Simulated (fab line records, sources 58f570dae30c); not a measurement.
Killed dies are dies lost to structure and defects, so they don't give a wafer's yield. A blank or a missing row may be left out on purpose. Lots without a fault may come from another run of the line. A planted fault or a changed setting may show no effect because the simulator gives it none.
fab line records | flow berkeley_cmos170
record lots=15 wafers=45 last_day=12
route steps=331 shown ZERO@12 PWELL@49 ACTIVE@73 PSD@206
lots that met no fault: from a run of the same line without faults
start_h: hours from the record's first day to the start of the lot's first wafer shown | wait_h: hours since the lot's step before | " the same as in the row above | L1.1+2: a row that stands for several wafers | - no value, or no start given | * or withheld: withheld | < > ~ a bound
route shown NAME@n: a module of which the file shows steps, and the number in the route of the first | usual: mean/standard deviation of fault-free wafers | same: alike in all rows | chamber/n: place in a boat | sites: the reading at each site | _std_site: their standard deviation | _edge_site: outer sites' mean less inner sites' | radius_mm: how far each site lies from the wafer's centre | mask NAME#n: copy n | behind: the tool/chamber that last shaped the wafer | hold: why the lot was held/for how many hours/how that ended | device: the transistor (n, p or np) that didn't switch | end of line: the same wafers' tests at the end of the route | a step without rows: its recipe alone | killed: dies lost to structure and defects at the first sort, not the wafer's yield | map: a wafer's dies, x killed, . not, _ none there
set.NAME: the setting as run; set.NAME@STEP: as run at that earlier step | model.NAME: the simulator's own value behind a step, which no gauge read
steps of the route over a sample of lots; a table a step, a row a wafer
services: from which hour (start_h, from the record's first day; less than 0 if before it) a tool's chamber was out of use, for how many hours, and why
## steps
# step UCB170_ZERO_ETCH_06
# recipe chemistry=CHF3/CF4/Ar target=SiO2 time_s=12 pressure_mtorr=100 rf_w=500 CHF3_flow_sccm=50 cf4_flow_sccm=10 Ar_flow_sccm=120 over_etch_frac=1.58
# usual CHF3_flow_sccm=50.01/0.15 drypump_motor_current_A=5.6/0.55 oes_product_au=0.622/0.0097 throttle_valve_pct=9.12/0.061
# same over_etch_frac=1.58
# columns lot.wafer tool chamber start_h wait_h CHF3_flow_sccm drypump_motor_current_A oes_product_au rf_hours_counter_h throttle_valve_pct
L424.2 rie_diel-03 1 23.99 - 50.00 5.3 0.629 144 9.18
L424.5 " 2 " " 50.13 5.5 0.627 - 9.15
L424.6 " 1 " " 49.96 5.3 0.623 - 9.19
L425.3 rie_diel-02 1 31.83 - 50.00 5.1 0.635 17 9.12
L425.5 " 3 " " 50.22 6.3 0.606 - 9.13
L425.6 " 2 " " 49.78 5.1 0.635 - 9.07
L426.1 rie_diel-01 1 31.95 - 49.88 6.1 0.628 157 9.04
L426.2 " 2 " " 49.89 5.4 0.623 103 9.20
L426.4 " 0 " " 49.91 6.3 0.622 132 9.14
L427.1 rie_diel-02 2 40.33 - 50.01 5.2 0.628 146 9.07
L427.2 " 1 " " 50.10 5.1 0.632 18 9.12
L427.5 " 3 " " 50.04 6.3 0.619 - 9.13
L428.1 rie_diel-01 1 42.19 - 49.74 6.1 0.622 157 9.02
L428.3 " 2 " " 50.10 5.4 0.630 103 9.20
L428.4 " 3 " " 50.03 6.2 0.611 167 9.06
L429.2 rie_diel-02 0 46.01 - 50.04 4.7 0.613 1 9.15
L429.4 " 3 " " 49.97 6.3 0.618 48 9.12
L429.5 " 1 " " 49.99 5.1 0.639 - 9.11
L432.1 rie_diel-01 1 68.71 - 49.74 6.1 0.629 159 9.03
L432.2 " 3 " " 50.18 6.2 0.612 169 9.09
L432.3 " 0 " " 50.15 6.3 0.626 134 9.14
L434.2 rie_diel-02 3 73.99 - 49.90 6.2 0.612 49 9.14
L434.4 " 1 " " 50.09 5.1 0.633 19 9.11
L434.5 " 2 " " 49.97 5.2 0.634 - 9.06
L435.2 rie_diel-02 0 78.26 - 49.83 4.7 0.614 2 9.17
L435.5 " 1 " " 49.99 5.1 0.637 - 9.12
L435.6 " 2 " " 49.98 5.2 0.622 - 9.07
L437.1 rie_diel-02 1 93.91 - 49.79 5.1 0.642 20 9.11
L437.3 " 0 " " 49.73 4.7 0.611 2 9.15
L437.4 " 3 " " 50.06 6.2 0.610 49 9.12
L439.4 rie_diel-02 2 99.03 - 49.95 5.2 0.636 148 9.07
L439.5 " 2 " " 50.14 5.2 0.632 - 9.07
L439.6 " 3 " " 49.96 6.2 0.608 - 9.16
L438.1 rie_diel-02 3 99.15 - 50.08 6.3 0.612 50 9.12
L438.2 " 0 " " 49.60 4.7 0.603 2 9.13
L438.3 " 2 " " 49.83 5.2 0.632 148 9.06
L442.1 rie_diel-02 1 113.38 - 49.98 5.1 0.636 21 9.13
L442.2 " 0 " " 50.12 4.7 0.605 3 9.16
L442.3 " 2 " " 49.99 5.2 0.631 149 9.06
L443.3 rie_diel-03 3 120.13 - 49.94 6.2 0.609 134 8.95
L443.5 " 0 " " 49.92 5.9 0.610 - 9.20
L443.6 " 1 " " 50.08 5.3 0.618 - 9.17
L445.1 rie_diel-03 3 128.19 - 49.92 6.2 0.610 134 8.96
L445.3 " 1 " " 49.81 5.3 0.629 150 9.18
L445.4 " 2 " " 50.05 5.5 0.629 147 9.14
# step UCB170_PWELL_IMPLANT_15
# recipe species=B dose_cm2=5e+12 energy_kev=60 tilt_deg=7
# usual dose_ions_cm2=4.999e+12/5.3e+09 faraday_current_uA=15.8/0.3
# columns lot.wafer tool chamber start_h wait_h dose_ions_cm2 faraday_current_uA
L424.2 implanter-01 0 51.24 0.1 4.997e+12 15.9
L424.5 " 0 " " 4.995e+12 15.6
L424.6 " 0 " " 4.997e+12 16.3
L426.1 implanter-03 0 60.91 0.1 5.001e+12 15.7
L426.2 " 0 " " 5.001e+12 15.7
L426.4 " 0 " " 5.008e+12 15.9
L425.3 implanter-04 0 61.08 0.1 4.994e+12 15.2
L425.5 " 0 " " 4.988e+12 15.7
L425.6 " 0 " " 4.995e+12 15.5
L428.1 implanter-01 0 69.74 0.1 4.993e+12 16.2
L428.3 " 0 " " 4.995e+12 16.0
L428.4 " 0 " " 4.991e+12 16.0
L427.1 implanter-04 0 69.95 0.1 5.005e+12 16.2
L427.2 " 0 " " 5.006e+12 16.1
L427.5 " 0 " " 5.011e+12 16.5
L429.2 implanter-03 0 72.03 0.1 5e+12 15.7
L429.4 " 0 " " 5.001e+12 15.9
L429.5 " 0 " " 5.003e+12 16.2
L432.1 implanter-04 0 103.18 0.1 5.008e+12 15.6
L432.2 " 0 " " 5.011e+12 16.2
L432.3 " 0 " " 4.992e+12 16.2
L435.2 implanter-01 0 106.04 0.1 4.998e+12 16.0
L435.5 " 0 " " 4.995e+12 15.7
L435.6 " 0 " " 4.997e+12 15.5
L434.2 implanter-01 0 106.52 0.1 4.669e+12 15.0
L434.4 " 0 " " 4.666e+12 14.6
L434.5 " 0 " " 4.661e+12 15.1
L438.1 implanter-01 0 126.05 0.1 4.661e+12 14.7
L438.2 " 0 " " 4.665e+12 14.7
L438.3 " 0 " " 4.657e+12 15.3
L439.4 implanter-04 0 126.35 0.1 5.008e+12 15.9
L439.5 " 0 " " 4.998e+12 16.4
L439.6 " 0 " " 4.996e+12 16.3
L437.1 implanter-01 0 126.41 0.1 4.666e+12 15.4
L437.3 " 0 " " 4.668e+12 14.9
L437.4 " 0 " " 4.653e+12 14.4
L442.1 implanter-04 0 145.51 0.1 5.005e+12 15.4
L442.2 " 0 " " 5.006e+12 15.8
L442.3 " 0 " " 4.993e+12 16.1
L443.3 implanter-04 0 153.58 0.1 5.007e+12 16.5
L443.5 " 0 " " 4.998e+12 15.8
L443.6 " 0 " " 5.005e+12 15.8
L445.1 implanter-03 0 162.20 0.1 5.002e+12 16.3
L445.3 " 0 " " 5.002e+12 16.1
L445.4 " 0 " " 5.004e+12 15.7
# step UCB170_PWELL_TW_MEAS_17
# usual PWELL_TW=380.1/2.9
# columns lot.wafer tool chamber start_h wait_h PWELL_TW
L424.2 film_metro-04 - 51.47 0.1 382.6
L424.5 " - " " 384.0
L424.6 " - " " 384.0
L426.1 film_metro-03 - 61.16 0.1 376.3
L426.2 " - " " 375.3
L426.4 " - " " 374.1
L425.3 film_metro-01 - 61.30 0.1 382.3
L425.5 " - " " 379.8
L425.6 " - " " 381.6
L428.1 film_metro-01 - 69.99 0.1 382.4
L428.3 " - " " 380.2
L428.4 " - " " 381.2
L427.1 film_metro-01 - 70.24 0.1 384.3
L427.2 " - " " 384.8
L427.5 " - " " 383.1
L429.2 film_metro-03 - 72.27 0.1 375.5
L429.4 " - " " 375.8
L429.5 " - " " 375.5
L432.1 film_metro-04 - 103.43 0.1 382.3
L432.2 " - " " 379.7
L432.3 " - " " 383.2
L435.2 film_metro-01 - 106.27 0.1 379.8
L435.5 " - " " 382.2
L435.6 " - " " 383.2
L434.2 film_metro-03 - 106.76 0.1 368.9
L434.4 " - " " 368.5
L434.5 " - " " 370.0
L438.1 film_metro-03 - 126.30 0.1 370.0
L438.2 " - " " 371.0
L438.3 " - " " 369.5
L439.4 film_metro-04 - 126.56 0.1 385.9
L439.5 " - " " 381.9
L439.6 " - " " 383.9
L437.1 film_metro-03 - 126.66 0.1 369.7
L437.3 " - " " 370.1
L437.4 " - " " 368.7
L442.1 film_metro-01 - 145.76 0.1 380.0
L442.2 " - " " 382.7
L442.3 " - " " 382.2
L443.3 film_metro-03 - 153.80 0.1 373.1
L443.5 " - " " 377.2
L443.6 " - " " 375.4
L445.1 film_metro-01 - 162.45 0.1 379.1
L445.3 " - " " 382.3
L445.4 " - " " 381.0
# step UCB170_ACTIVE_CD_MEAS_13
# recipe target_cd_nm=1200
# usual cd_nm=1200.0/1.5
# columns lot.wafer tool chamber start_h wait_h cd_nm
L424.2 cd_sem-02 - 79.06 - 1198.9
L424.5 " - " " 1197.8
L424.6 " - " " 1198.8
L426.1 cd_sem-02 - 88.60 - 1200.5
L426.2 " - " " 1200.8
L426.4 " - " " 1201.9
L425.3 cd_sem-01 - 88.88 - 1200.9
L425.5 " - " " 1199.9
L425.6 " - " " 1201.1
L428.1 cd_sem-01 - 103.28 - 1199.5
L428.3 " - " " 1199.4
L428.4 " - " " 1199.1
L427.1 cd_sem-02 - 103.76 - 1200.3
L427.2 " - " " 1201.3
L427.5 " - " " 1200.0
L429.2 cd_sem-01 - 110.09 - 1198.8
L429.4 " - " " 1199.4
L429.5 " - " " 1197.9
L432.1 cd_sem-02 - 128.70 - 1200.2
L432.2 " - " " 1199.2
L432.3 " - " " 1199.7
L434.2 cd_sem-01 - 136.73 - 1201.9
L434.4 " - " " 1201.0
L434.5 " - " " 1201.0
L435.2 cd_sem-01 - 136.97 - 1200.3
L435.5 " - " " 1201.7
L435.6 " - " " 1201.2
L439.4 cd_sem-02 - 157.87 - 1201.6
L439.5 " - " " 1200.7
L439.6 " - " " 1200.8
L438.1 cd_sem-02 - 158.17 - 1198.5
L438.2 " - " " 1200.9
L438.3 " - " " 1199.4
L437.1 cd_sem-02 - 162.47 - 1198.1
L437.3 " - " " 1197.8
L437.4 " - " " 1197.5
L442.1 cd_sem-02 - 178.66 - 1202.3
L442.2 " - " " 1201.5
L442.3 " - " " 1201.5
L443.3 cd_sem-01 - 183.51 - 1204.8
L443.5 " - " " 1203.2
L443.6 " - " " 1202.2
L445.1 cd_sem-02 - 190.11 - 1197.5
L445.3 " - " " 1199.7
L445.4 " - " " 1198.5
# step UCB170_SDANNEAL_RS_MEAS_02
# recipe thk_meas_gauge=four-point-probe
# usual PSD_RS=75.56/0.29
# columns lot.wafer tool chamber start_h wait_h PSD_RS[ohm/sq]
L424.2 film_metro-02 - 142.83 0.1 75.72
L424.5 " - " " 75.61
L424.6 " - " " 75.62
L426.1 film_metro-02 - 151.80 0.0 75.67
L426.2 " - " " 75.70
L426.4 " - " " 76.14
L425.3 film_metro-02 - 152.44 0.1 75.12
L425.5 " - " " 75.10
L425.6 " - " " 74.89
L427.1 film_metro-03 - 166.20 0.0 75.26
L427.2 " - " " 75.94
L427.5 " - " " 75.93
L428.1 film_metro-02 - 166.20 0.0 75.59
L428.3 " - " " 75.47
L428.4 " - " " 75.67
L429.2 film_metro-01 - 175.73 0.1 75.62
L429.4 " - " " 75.13
L429.5 " - " " 75.39
L432.1 film_metro-03 - 197.36 0.0 75.57
L432.2 " - " " 75.68
L432.3 " - " " 75.58
L435.2 film_metro-03 - 206.22 0.1 75.68
L435.5 " - " " 75.74
L435.6 " - " " 75.59
L434.2 film_metro-01 - 206.41 0.1 75.60
L434.4 " - " " 76.13
L434.5 " - " " 76.03
L439.4 film_metro-02 - 222.62 0.1 75.60
L439.5 " - " " 75.42
L439.6 " - " " 75.27
L438.1 film_metro-01 - 222.74 0.1 75.53
L438.2 " - " " 75.79
L438.3 " - " " 75.61
L437.1 film_metro-02 - 226.96 0.0 75.36
L437.3 " - " " 75.75
L437.4 " - " " 75.59
L442.1 film_metro-01 - 248.53 0.0 75.17
L442.2 " - " " 75.42
L442.3 " - " " 75.21
L443.3 film_metro-03 - 248.83 0.1 75.57
L443.5 " - " " 75.85
L443.6 " - " " 75.49
L445.1 film_metro-03 - 253.15 0.0 76.28
L445.3 " - " " 75.98
L445.4 " - " " 76.40
## services
# columns tool chamber start_h hours kind
rie_diel-02 3 4.82 7.6 repair
implanter-04 - 8.70 2.6 pm
rie_diel-02 0 12.47 - clean
rie_diel-02 0 12.47 19.6 scheduled_down
rie_diel-02 0 12.47 19.6 vent_cycle
implanter-03 - 32.31 3.2 repair
rie_diel-03 0 36.21 15.8 repair
rie_diel-03 - 54.94 0.5 repair
rie_diel-03 3 57.43 3.3 repair
rie_diel-02 0 60.56 1.4 repair
rie_diel-01 3 72.39 - clean
rie_diel-01 3 72.39 21.4 scheduled_down
rie_diel-01 3 72.39 21.4 vent_cycle
rie_diel-01 - 96.86 14.6 pm
implanter-03 - 105.36 5.2 pm
implanter-04 - 108.71 0.7 repair
rie_diel-02 3 111.54 5.4 repair
rie_diel-01 - 112.93 2.9 repair
rie_diel-01 1 116.41 - clean
rie_diel-01 1 116.41 12.4 scheduled_down
implanter-01 - 117.57 6.3 repair
rie_diel-01 - 118.62 0.6 repair
implanter-04 - 135.84 1.7 repair
implanter-03 - 144.61 1.0 repair
## key
first_sign step=UCB170_PWELL_IMPLANT_15 reading=dose_ions_cm2 direction=down sigmas=64 usual=4.999e+12 struck=4.663e+12
effect step=UCB170_PWELL_IMPLANT_15 reading=faraday_current_uA direction=down sigmas=3.1 usual=15.8 struck=14.9
effect step=UCB170_PWELL_TW_MEAS_17 reading=PWELL_TW direction=down sigmas=3.6 usual=380.1 struck=369.6
met_at UCB170_PWELL_IMPLANT_15
struck_lots L434,L437,L438
tester_left_out L434,L437,L438
not_acting_at UCB170_ZERO_ETCH_06,UCB170_ACTIVE_CD_MEAS_13,UCB170_SDANNEAL_RS_MEAS_02
onset_between 106.04 106.52
fault kind=process_parameter_drift tool=implanter-01 chamber=- onset_h=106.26 steps=UCB170_PWELL_IMPLANT_15 channel=dose_cm2 offset=-3.3744e+11 shape=step end_h=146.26 acts_in=these_recipes_only stated=5e+12
# tester_left_out: of these lots the tester's yield and bins aren't shown, on N5 and GAA mostly nor the transistor test; their killed dies are dies lost to structure and defects alone, not to doping, threshold or leakage, so they don't give the yield
